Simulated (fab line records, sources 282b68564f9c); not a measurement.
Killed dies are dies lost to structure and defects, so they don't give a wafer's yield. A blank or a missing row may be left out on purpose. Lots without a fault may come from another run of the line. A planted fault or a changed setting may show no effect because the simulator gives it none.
fab line records | flow rit_cmos
record lots=14 wafers=42 last_day=7
route steps=202 shown ACTIVE@2 PWELL@52 PRETRO@70 M1@202
lots that met no fault: from a run of the same line without faults
start_h: hours from the record's first day to the start of the lot's first wafer shown | wait_h: hours since the lot's step before | " the same as in the row above | L1.1+2: a row that stands for several wafers | - no value, or no start given | * or withheld: withheld | < > ~ a bound
route shown NAME@n: a module of which the file shows steps, and the number in the route of the first | usual: mean/standard deviation of fault-free wafers | same: alike in all rows | chamber/n: place in a boat | sites: the reading at each site | _std_site: their standard deviation | _edge_site: outer sites' mean less inner sites' | radius_mm: how far each site lies from the wafer's centre | mask NAME#n: copy n | behind: the tool/chamber that last shaped the wafer | hold: why the lot was held/for how many hours/how that ended | device: the transistor (n, p or np) that didn't switch | end of line: the same wafers' tests at the end of the route | a step without rows: its recipe alone | killed: dies lost to structure and defects at the first sort, not the wafer's yield | map: a wafer's dies, x killed, . not, _ none there
set.NAME: the setting as run; set.NAME@STEP: as run at that earlier step | model.NAME: the simulator's own value behind a step, which no gauge read
steps of the route over a sample of lots; a table a step, a row a wafer
services: from which hour (start_h, from the record's first day; less than 0 if before it) a tool's chamber was out of use, for how many hours, and why
## steps
# step RIT_ACTIVE_OXIDATION_01
# recipe temp_c=1000 ambient=O2 target_thk_a=468 ox_time_s=3360
# usual spike_tc_centre_C=1002.1/1.3 spike_tc_load_C=1024.8/1.1 spike_tc_source_C=1023.3/2.2 tube_center_temp_C=1000/0.096 tube_center_temp_C_max=1002.6/0.39
# columns lot.wafer tool chamber start_h wait_h spike_tc_centre_C spike_tc_load_C spike_tc_source_C tube_center_temp_C tube_center_temp_C_max
L961.2 furnace-03 0 10.12 0.1 1003.1 1022.5 1026.7 999.96 1002.3
L961.4 " 0 " " 1005.0 1025.0 1026.3 1000.1 1003.3
L961.5 " 0 " " 1003.0 1025.6 1023.7 999.98 1003.2
L962.1 furnace-01 0 15.15 0.1 1001.6 1024.0 1023.3 999.91 1002.8
L962.4 " 0 " " 1001.5 1024.7 1020.2 1000.1 1003.3
L962.6 " 0 " " 1002.8 1024.4 1021.8 1000 1002.5
L964.1 furnace-01 0 25.12 0.1 1002.2 1024.9 1020.7 999.98 1002.4
L964.4 " 0 " " 1002.8 1024.6 1021.4 1000 1002.9
L964.6 " 0 " " 1001.1 1024.1 1021.3 1000 1002.8
L965.2 furnace-02 0 30.12 0.1 1000.4 1024.3 1023.8 1000.2 1002.3
L965.3 " 0 " " 1001.6 1025.3 1024.0 999.85 1001.8
L965.4 " 0 " " 1000.9 1025.8 1025.5 1000.1 1003.0
L966.1 furnace-02 0 35.12 0.1 1001.6 1024.6 1024.7 1000 1003.1
L966.3 " 0 " " 1000.3 1024.9 1024.6 1000.1 1002.7
L966.4 " 0 " " 999.6 1026.8 1023.5 999.99 1001.7
L970.3 furnace-01 0 55.12 0.1 1001.7 1025.0 1021.6 999.89 1002.4
L970.4 " 0 " " 1001.2 1022.9 1022.0 999.92 1002.9
L970.6 " 0 " " 1001.2 1025.6 1019.9 999.95 1003.2
L972.4 furnace-01 0 65.12 0.0 1002.2 1025.7 1020.1 1000.1 1002.5
L972.5 " 0 " " 1001.5 1026.3 1020.7 1000.1 1002.2
L972.6 " 0 " " 1002.9 1026.3 1021.6 1000 1003.0
L973.2 furnace-02 0 70.12 0.1 1000.1 1025.4 1023.8 999.84 1002.7
L973.4 " 0 " " 1002.0 1025.9 1025.8 1000 1002.5
L973.5 " 0 " " 1001.2 1023.8 1022.8 1000 1002.9
L974.4 furnace-02 0 75.88 0.8 1000.1 1025.0 1022.7 1000 1002.2
L974.5 " 0 " " 1000.8 1024.3 1024.0 999.93 1002.7
L974.6 " 0 " " 1002.1 1026.0 1025.1 999.91 1002.5
L975.1 furnace-02 0 80.64 0.6 947.7 970.2 970.4 946.37 948.7
L975.2 " 0 " " 949.3 971.6 969.3 946.18 949.1
L975.3 " 0 " " 946.3 972.8 969.2 946.25 948.7
L976.1 furnace-02 0 85.12 0.1 948.1 971.1 970.1 946.19 948.6
L976.4 " 0 " " 946.2 970.9 969.8 946.29 948.9
L976.5 " 0 " " 948.2 970.6 969.2 946.25 949.3
L978.1 furnace-03 0 95.12 0.1 1004.4 1024.8 1025.9 1000 1002.6
L978.2 " 0 " " 1001.9 1024.6 1025.8 1000 1002.6
L978.6 " 0 " " 1002.2 1023.4 1026.1 1000 1003.3
L983.1 furnace-03 0 120.12 0.1 1002.2 1025.2 1026.2 1000 1002.2
L983.5 " 0 " " 1002.9 1024.6 1024.7 1000.1 1003.1
L983.6 " 0 " " 1003.3 1022.1 1025.5 999.94 1002.5
L984.2 furnace-01 0 125.12 0.1 1003.1 1025.0 1021.5 999.93 1002.6
L984.3 " 0 " " 1002.2 1025.5 1020.6 999.9 1002.3
L984.4 " 0 " " 1004.4 1024.4 1019.8 999.92 1001.9
# step RIT_ACTIVE_THK_MEAS_02
# recipe reads=SiO2_of_ACTIVE_OXIDATION_01
# usual ACTIVE_OXIDE_THK=47.5/0.85
# columns lot.wafer tool chamber start_h wait_h ACTIVE_OXIDE_THK[nm]
L961.2 film_metro-04 - 12.06 0.0 47.1
L961.4 " - " " 45.5
L961.5 " - " " 45.7
L962.1 film_metro-02 - 17.08 0.0 48.1
L962.4 " - " " 48.3
L962.6 " - " " 48.7
L964.1 film_metro-02 - 27.05 0.0 48.3
L964.4 " - " " 47.8
L964.6 " - " " 47.6
L965.2 film_metro-03 - 32.06 0.0 48.7
L965.3 " - " " 48.6
L965.4 " - " " 47.2
L966.1 film_metro-04 - 37.05 0.0 48.8
L966.3 " - " " 48.7
L966.4 " - " " 48.5
L970.3 film_metro-04 - 57.07 0.0 48.2
L970.4 " - " " 47.9
L970.6 " - " " 48.1
L972.4 film_metro-04 - 67.08 0.0 46.9
L972.5 " - " " 47.9
L972.6 " - " " 47.6
L973.2 film_metro-03 - 72.06 0.0 48.2
L973.4 " - " " 48.2
L973.5 " - " " 47.9
L974.4 film_metro-02 - 77.84 0.0 46.5
L974.5 " - " " 47.3
L974.6 " - " " 46.9
L975.1 film_metro-02 - 82.58 0.0 29.2
L975.2 " - " " 29.9
L975.3 " - " " 29.8
L976.1 film_metro-02 - 87.05 0.0 28.5
L976.4 " - " " 29.3
L976.5 " - " " 28.7
L978.1 film_metro-04 - 97.05 0.0 46.5
L978.2 " - " " 45.6
L978.6 " - " " 46.3
L983.1 film_metro-04 - 122.05 0.0 47.7
L983.5 " - " " 47.6
L983.6 " - " " 47.3
L984.2 film_metro-02 - 127.06 0.0 48.3
L984.3 " - " " 48.2
L984.4 " - " " 47.4
# step RIT_WELLDRIVE_RS_MEAS_02
# recipe thk_meas_gauge=four-point-probe
# usual PWELL_RS=429.0/1.3
# columns lot.wafer tool chamber start_h wait_h PWELL_RS[ohm/sq]
L961.2 film_metro-01 - 27.73 0.1 428.0
L961.4 " - " " 427.5
L961.5 " - " " 427.4
L962.1 film_metro-03 - 34.08 0.1 427.5
L962.4 " - " " 427.0
L962.6 " - " " 427.1
L964.1 film_metro-04 - 44.20 0.1 427.2
L964.4 " - " " 427.1
L964.6 " - " " 426.9
L965.2 film_metro-03 - 49.31 0.1 428.5
L965.3 " - " " 427.6
L965.4 " - " " 427.7
L966.1 film_metro-04 - 53.68 0.1 428.7
L966.3 " - " " 428.1
L966.4 " - " " 429.9
L970.3 film_metro-04 - 76.19 0.1 429.3
L970.4 " - " " 429.7
L970.6 " - " " 431.4
L972.4 film_metro-01 - 83.34 0.1 429.8
L972.5 " - " " 430.0
L972.6 " - " " 430.4
L973.2 film_metro-01 - 87.84 0.1 427.8
L973.4 " - " " 428.7
L973.5 " - " " 429.1
L974.4 film_metro-03 - 93.59 0.1 427.8
L974.5 " - " " 429.2
L974.6 " - " " 427.4
L975.1 film_metro-01 - 99.81 0.1 428.6
L975.2 " - " " 427.9
L975.3 " - " " 428.1
L976.1 film_metro-01 - 102.73 0.1 428.7
L976.4 " - " " 428.8
L976.5 " - " " 428.8
L978.1 film_metro-01 - 112.80 0.1 428.6
L978.2 " - " " 430.0
L978.6 " - " " 431.1
L983.1 film_metro-04 - 137.88 0.1 431.7
L983.5 " - " " 430.2
L983.6 " - " " 430.2
L984.2 film_metro-01 - 142.65 0.1 428.3
L984.3 " - " " 428.2
L984.4 " - " " 429.6
# step RIT_PRETRO_OVL_MEAS_06
# usual PRETRO_OVL=0.1/1.5
# columns lot.wafer tool chamber start_h wait_h PRETRO_OVL[nm]
L961.2 overlay-02 - 30.40 - 1.0
L961.4 " - " " 0.9
L961.5 " - " " 1.2
L962.1 overlay-01 - 36.75 - -0.4
L962.4 " - " " 1.5
L962.6 " - " " 0.2
L964.1 overlay-01 - 46.75 - 0.9
L964.4 " - " " -0.6
L964.6 " - " " 0.0
L965.2 overlay-01 - 51.97 - 3.0
L965.3 " - " " 1.1
L965.4 " - " " 2.6
L966.1 overlay-02 - 56.36 - 1.6
L966.3 " - " " 1.5
L966.4 " - " " 1.9
L970.3 overlay-01 - 78.89 - 1.0
L970.4 " - " " -1.0
L970.6 " - " " -0.9
L972.4 overlay-02 - 85.97 - 3.8
L972.5 " - " " 1.6
L972.6 " - " " 2.2
L973.2 overlay-02 - 90.38 - 0.0
L973.4 " - " " 0.1
L973.5 " - " " -1.0
L974.4 overlay-02 - 96.43 - -0.6
L974.5 " - " " 0.0
L974.6 " - " " 0.3
L975.1 overlay-01 - 102.78 - -1.8
L975.2 " - " " -0.1
L975.3 " - " " -0.9
L976.1 overlay-01 - 105.28 - -3.3
L976.4 " - " " -1.0
L976.5 " - " " -2.9
L978.1 overlay-02 - 115.48 - -0.2
L978.2 " - " " 2.0
L978.6 " - " " 0.4
L983.1 overlay-02 - 140.43 - -0.3
L983.5 " - " " 2.4
L983.6 " - " " 1.4
L984.2 overlay-01 - 145.31 - -1.2
L984.3 " - " " -0.9
L984.4 " - " " -0.3
# step RIT_PRETRO_STRIP_09
# recipe chemistry=O2 time_s=180 resist=NOVOLAK platen_temp_c=withheld power_w=500 pressure_mtorr=4000 o2_flow_sccm=4000
# usual drypump_motor_current_A=5.6/0.49
# columns lot.wafer tool chamber start_h wait_h drypump_motor_current_A rf_hours_counter_h
L961.2 plasma_asher-01 0 30.83 0.1 5.6 41
L961.4 " 1 " " 5.6 -
L961.5 " 1 " " 5.7 -
L962.1 plasma_asher-03 0 37.19 0.1 5.2 41
L962.4 " 0 " " 5.2 -
L962.6 " 1 " " 6.0 -
L964.1 plasma_asher-02 0 47.19 0.1 6.3 33
L964.4 " 1 " " 4.8 -
L964.6 " 0 " " 6.3 -
L965.2 plasma_asher-01 0 52.40 0.1 5.6 43
L965.3 " 1 " " 5.6 -
L965.4 " 0 " " 5.6 -
L966.1 plasma_asher-03 0 56.79 0.1 5.2 44
L966.3 " 1 " " 6.1 -
L966.4 " 0 " " 5.1 -
L970.3 plasma_asher-02 1 79.38 0.1 4.9 -
L970.4 " 0 " " 6.3 -
L970.6 " 0 " " 6.3 -
L972.4 plasma_asher-02 0 86.45 0.1 6.3 -
L972.5 " 1 " " 4.9 -
L972.6 " 0 " " 6.3 -
L973.2 plasma_asher-02 1 90.81 0.1 4.9 38
L973.4 " 1 " " 4.9 -
L973.5 " 0 " " 6.3 -
L974.4 plasma_asher-02 1 96.91 0.1 4.9 -
L974.5 " 0 " " 6.3 -
L974.6 " 1 " " 4.9 -
L975.1 plasma_asher-02 1 103.22 0.1 4.9 40
L975.2 " 0 " " 6.3 40
L975.3 " 0 " " 6.3 -
L976.1 plasma_asher-03 0 105.71 0.1 5.2 49
L976.4 " 0 " " 5.2 -
L976.5 " 1 " " 6.1 -
L978.1 plasma_asher-01 1 115.91 0.1 5.6 48
L978.2 " 0 " " 5.6 48
L978.6 " 0 " " 5.6 -
L983.1 plasma_asher-02 1 140.87 0.1 4.9 2
L983.5 " 0 " " 6.3 -
L983.6 " 1 " " 4.9 -
L984.2 plasma_asher-02 1 145.74 0.1 4.9 3
L984.3 " 1 " " 4.8 -
L984.4 " 0 " " 6.3 -
# step RIT_M1_PROBE_99
# usual killed_at_contacts=0.1/0.27 killed_at_front_end=7.2/2.9 killed_dies=7.3/2.9 killed_open=3.6/1.9 killed_short=3.8/1.9
# same gross_dies=264 killed_at_M0_to_M3=0 killed_at_M4_up=0 killed_at_back_side=0 killed_at_other=0
# columns lot.wafer tool chamber start_h wait_h killed_at_contacts killed_at_front_end killed_dies killed_open killed_short
L961.2 prober-02 - 59.96 0.1 0 3 3 1 2
L961.4 prober-02 - 60.06 0.2 0 7 7 4 3
L961.5 prober-02 - 60.11 0.2 0 8 8 5 3
L962.1 prober-01 - 65.99 0.1 0 5 5 2 3
L962.4 prober-01 - 66.14 0.2 1 8 9 5 4
L962.6 prober-01 - 66.24 0.2 0 6 6 2 4
L964.1 prober-02 - 73.56 0.1 0 12 12 5 7
L964.4 prober-02 - 73.71 0.2 0 6 6 3 3
L964.6 prober-02 - 73.81 0.2 0 8 8 4 4
L965.2 prober-01 - 78.24 0.1 0 8 8 5 3
L965.3 prober-01 - 78.29 0.2 1 14 15 8 7
L965.4 prober-01 - 78.34 0.2 0 6 6 3 3
L966.1 prober-02 - 85.38 0.1 0 5 5 3 2
L966.3 prober-02 - 85.48 0.2 1 5 6 4 2
L966.4 prober-02 - 85.53 0.2 0 3 3 1 2
L970.3 prober-02 - 104.74 0.2 0 8 8 4 4
L970.4 prober-02 - 104.79 0.2 0 7 7 6 1
L970.6 prober-02 - 104.89 0.2 0 5 5 2 3
L972.4 prober-02 - 112.06 0.2 1 9 10 5 5
L972.5 prober-02 - 112.11 0.2 0 7 7 3 4
L972.6 prober-02 - 112.16 0.2 0 7 7 4 3
L973.2 prober-01 - 116.09 0.1 0 8 8 2 6
L973.4 prober-01 - 116.19 0.2 0 3 3 1 2
L973.5 prober-01 - 116.24 0.2 0 4 4 3 1
L974.4 prober-02 - 122.95 0.2 0 5 5 2 3
L974.5 prober-02 - 123.00 0.2 0 8 8 4 4
L974.6 prober-02 - 123.05 0.2 0 5 5 2 3
L975.1 prober-01 - 128.14 0.1 0 6 6 2 4
L975.2 prober-01 - 128.19 0.1 0 7 7 5 2
L975.3 prober-01 - 128.24 0.2 0 9 9 6 3
L976.1 prober-02 - 132.28 0.1 1 3 4 4 0
L976.4 prober-02 - 132.43 0.2 0 7 7 2 5
L976.5 prober-02 - 132.48 0.2 0 7 7 3 4
L978.1 prober-02 - 144.50 0.1 0 10 10 6 4
L978.2 prober-02 - 144.55 0.1 0 2 2 1 1
L978.6 prober-02 - 144.75 0.2 0 6 6 2 4
L983.1 prober-01 - 168.74 0.1 0 9 9 4 5
L983.5 prober-01 - 168.94 0.2 0 14 14 8 6
L983.6 prober-01 - 168.99 0.2 0 5 5 4 1
L984.2 prober-02 - 174.79 0.1 0 6 6 3 3
L984.3 prober-02 - 174.84 0.2 0 12 12 5 7
L984.4 prober-02 - 174.89 0.2 0 7 7 4 3
# killed by level:class
L961.2 GATE:geometric_particle:short=1 GATE:geometric_particle:open=1 REOX:geometric_particle:short=1
L961.4 REOX:geometric_particle:short=2 FOX1:geometric_particle:open=1 GATE:geometric_particle:open=1 GATE:geometric_particle:short=1 REOX:geometric_particle:open=1 SILICIDE:geometric_particle:open=1
L961.5 REOX:geometric_particle:open=3 FOX1:geometric_particle:short=1 FOX2:geometric_particle:open=1 GATE:geometric_particle:open=1 GATE:geometric_particle:short=1 REOX:geometric_particle:short=1
L962.1 FOX1:geometric_particle:open=1 FOX1:geometric_particle:short=1 FOX2:geometric_particle:open=1 GATE:geometric_particle:short=1 SPACER:geometric_particle:short=1
L962.4 GATE:geometric_particle:open=2 FOX2:geometric_particle:open=1 GATE:geometric_particle:short=1 REOX:geometric_particle:short=1 SPACER:geometric_particle:short=1 SPACER:geometric_particle:open=1 SILICIDE:geometric_particle:open=1 CONTACT:geometric_particle:short=1
L962.6 GATE:geometric_particle:short=3 GATE:geometric_particle:open=2 SPACER:geometric_particle:short=1
L964.1 REOX:geometric_particle:short=4 GATE:geometric_particle:short=3 SILICIDE:geometric_particle:open=3 FOX1:geometric_particle:open=1 GATE:geometric_particle:open=1
L964.4 GATE:geometric_particle:short=2 GATE:geometric_particle:open=2 REOX:geometric_particle:short=1 REOX:geometric_particle:open=1
L964.6 GATE:geometric_particle:open=2 GATE:geometric_particle:short=2 FOX1:geometric_particle:short=1 SPACER:geometric_particle:open=1 SILICIDE:geometric_particle:short=1 SILICIDE:geometric_particle:open=1
L965.2 REOX:geometric_particle:open=2 FOX1:geometric_particle:short=1 GATE:geometric_particle:open=1 GATE:geometric_particle:short=1 REOX:geometric_particle:short=1 SPACER:geometric_particle:open=1 SILICIDE:geometric_particle:open=1
L965.3 GATE:geometric_particle:open=3 GATE:geometric_particle:short=3 REOX:geometric_particle:short=2 REOX:geometric_particle:open=2 FOX1:geometric_particle:open=1 FOX2:geometric_particle:open=1 SPACER:geometric_particle:short=1 SPACER:geometric_particle:open=1
L965.4 REOX:geometric_particle:open=3 GATE:geometric_particle:short=2 REOX:geometric_particle:short=1
L966.1 FOX1:geometric_particle:open=1 GATE:geometric_particle:short=1 REOX:geometric_particle:short=1 REOX:geometric_particle:open=1 SPACER:geometric_particle:open=1
L966.3 SPACER:geometric_particle:open=2 FOX1:geometric_particle:open=1 GATE:geometric_particle:open=1 REOX:geometric_particle:short=1 CONTACT:geometric_particle:short=1
L966.4 FOX1:geometric_particle:short=1 REOX:geometric_particle:open=1 SPACER:geometric_particle:short=1
L970.3 SPACER:geometric_particle:open=3 FOX2:geometric_particle:short=2 GATE:geometric_particle:short=1 SPACER:geometric_particle:short=1 SILICIDE:geometric_particle:open=1
L970.4 GATE:geometric_particle:open=2 SILICIDE:geometric_particle:open=2 FOX2:geometric_particle:open=1 GATE:geometric_particle:short=1 REOX:geometric_particle:open=1
L970.6 GATE:geometric_particle:short=2 GATE:geometric_particle:open=1 REOX:geometric_particle:short=1 SILICIDE:geometric_particle:open=1
L972.4 GATE:geometric_particle:short=3 REOX:geometric_particle:open=2 FOX2:geometric_particle:open=1 REOX:geometric_particle:short=1 SPACER:geometric_particle:short=1 SILICIDE:geometric_particle:open=1 CONTACT:geometric_particle:open=1
L972.5 FOX1:geometric_particle:short=2 ACTIVE:geometric_particle:open=1 GATE:geometric_particle:short=1 REOX:geometric_particle:open=1 SPACER:geometric_particle:short=1 SPACER:geometric_particle:open=1
L972.6 REOX:geometric_particle:short=2 REOX:geometric_particle:open=2 GATE:geometric_particle:open=1 GATE:geometric_particle:short=1 SPACER:geometric_particle:open=1
L973.2 GATE:geometric_particle:short=5 FOX2:geometric_particle:open=1 FOX2:geometric_particle:short=1 REOX:geometric_particle:open=1
L973.4 GATE:geometric_particle:short=1 GATE:geometric_particle:open=1 REOX:geometric_particle:short=1
L973.5 GATE:geometric_particle:open=2 FOX1:geometric_particle:open=1 SILICIDE:geometric_particle:short=1
L974.4 GATE:geometric_particle:short=1 REOX:geometric_particle:short=1 REOX:geometric_particle:open=1 SPACER:geometric_particle:open=1 SPACER:geometric_particle:short=1
L974.5 GATE:geometric_particle:short=4 GATE:geometric_particle:open=2 REOX:geometric_particle:open=1 SPACER:geometric_particle:open=1
L974.6 SILICIDE:geometric_particle:short=2 REOX:geometric_particle:short=1 SPACER:geometric_particle:open=1 SILICIDE:geometric_particle:open=1
L975.1 FOX1:geometric_particle:short=2 GATE:geometric_particle:short=1 REOX:geometric_particle:open=1 GATE:geometric_particle:open=1 REOX:geometric_particle:short=1
L975.2 FOX1:geometric_particle:open=2 SPACER:geometric_particle:open=2 FOX1:geometric_particle:short=1 GATE:geometric_particle:short=1 REOX:geometric_particle:open=1
L975.3 GATE:geometric_particle:open=3 FOX1:geometric_particle:open=1 FOX1:geometric_particle:short=1 GATE:geometric_particle:short=1 REOX:geometric_particle:open=1 SPACER:geometric_particle:short=1 SILICIDE:geometric_particle:open=1
L976.1 FOX1:geometric_particle:open=1 GATE:geometric_particle:open=1 SPACER:geometric_particle:open=1 CONTACT:geometric_particle:open=1
L976.4 GATE:geometric_particle:short=3 GATE:geometric_particle:open=2 FOX1:geometric_particle:short=1 SILICIDE:geometric_particle:short=1
L976.5 GATE:geometric_particle:short=3 GATE:geometric_particle:open=2 REOX:geometric_particle:open=1 SILICIDE:geometric_particle:short=1
L978.1 GATE:geometric_particle:short=4 GATE:geometric_particle:open=2 SILICIDE:geometric_particle:open=2 FOX1:geometric_particle:open=1 FOX2:geometric_particle:open=1
L978.2 FOX1:geometric_particle:short=1 FOX1:geometric_particle:open=1
L978.6 GATE:geometric_particle:short=2 FOX1:geometric_particle:short=1 FOX2:geometric_particle:open=1 SPACER:geometric_particle:short=1 SILICIDE:geometric_particle:open=1
L983.1 GATE:geometric_particle:open=3 GATE:geometric_particle:short=2 FOX1:geometric_particle:short=1 SPACER:geometric_particle:open=1 SPACER:geometric_particle:short=1 SILICIDE:geometric_particle:short=1
L983.5 GATE:geometric_particle:open=7 GATE:geometric_particle:short=4 SPACER:geometric_particle:short=2 REOX:geometric_particle:open=1
L983.6 GATE:geometric_particle:open=2 SILICIDE:geometric_particle:open=2 GATE:geometric_particle:short=1
L984.2 FOX2:geometric_particle:short=2 FOX2:geometric_particle:open=1 GATE:geometric_particle:open=1 REOX:geometric_particle:short=1 SILICIDE:geometric_particle:open=1
L984.3 GATE:geometric_particle:short=3 GATE:geometric_particle:open=2 SPACER:geometric_particle:short=2 SPACER:geometric_particle:open=2 FOX1:geometric_particle:open=1 FOX1:geometric_particle:short=1 SILICIDE:geometric_particle:short=1
L984.4 GATE:geometric_particle:open=3 FOX1:geometric_particle:short=2 GATE:geometric_particle:short=1 REOX:geometric_particle:open=1
## services
# columns tool chamber start_h hours kind
plasma_asher-02 - -10.90 4.0 repair
furnace-01 - 3.26 5.2 repair
furnace-03 - 16.41 4.8 repair
plasma_asher-01 - 27.66 2.8 pm
plasma_asher-01 - 31.34 1.6 repair
furnace-03 - 44.08 3.6 pm
furnace-02 - 56.10 4.2 pm
furnace-02 - 60.33 4.9 pm
plasma_asher-01 - 83.32 14.6 pm
plasma_asher-02 - 108.75 9.0 pm
plasma_asher-02 0 108.75 9.0 vent_cycle
plasma_asher-02 1 108.75 9.0 vent_cycle
plasma_asher-02 - 117.75 2.8 pm
plasma_asher-02 0 117.75 - clean
plasma_asher-02 1 117.75 - clean
furnace-01 - 132.64 3.9 pm
## key
first_sign step=RIT_ACTIVE_OXIDATION_01 reading=tube_center_temp_C direction=down sigmas=99+ usual=* struck=*
effect step=RIT_ACTIVE_OXIDATION_01 reading=tube_center_temp_C_max direction=down sigmas=99+ usual=* struck=*
effect step=RIT_ACTIVE_THK_MEAS_02 reading=ACTIVE_OXIDE_THK direction=down sigmas=21 usual=47.5 struck=29.2
met_at RIT_ACTIVE_OXIDATION_01
struck_lots L975,L976
tester_left_out L975,L976
not_acting_at RIT_WELLDRIVE_RS_MEAS_02,RIT_PRETRO_OVL_MEAS_06,RIT_PRETRO_STRIP_09
onset_between 75.88 80.64
fault kind=process_parameter_drift tool=furnace-02 chamber=- onset_h=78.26 steps=RIT_ACTIVE_OXIDATION_01 channel=temp_c offset=* shape=step end_h=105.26 acts_in=* stated=*
# tester_left_out: of these lots the tester's yield and bins aren't shown, on N5 and GAA mostly nor the transistor test; their killed dies are dies lost to structure and defects alone, not to doping, threshold or leakage, so they don't give the yield
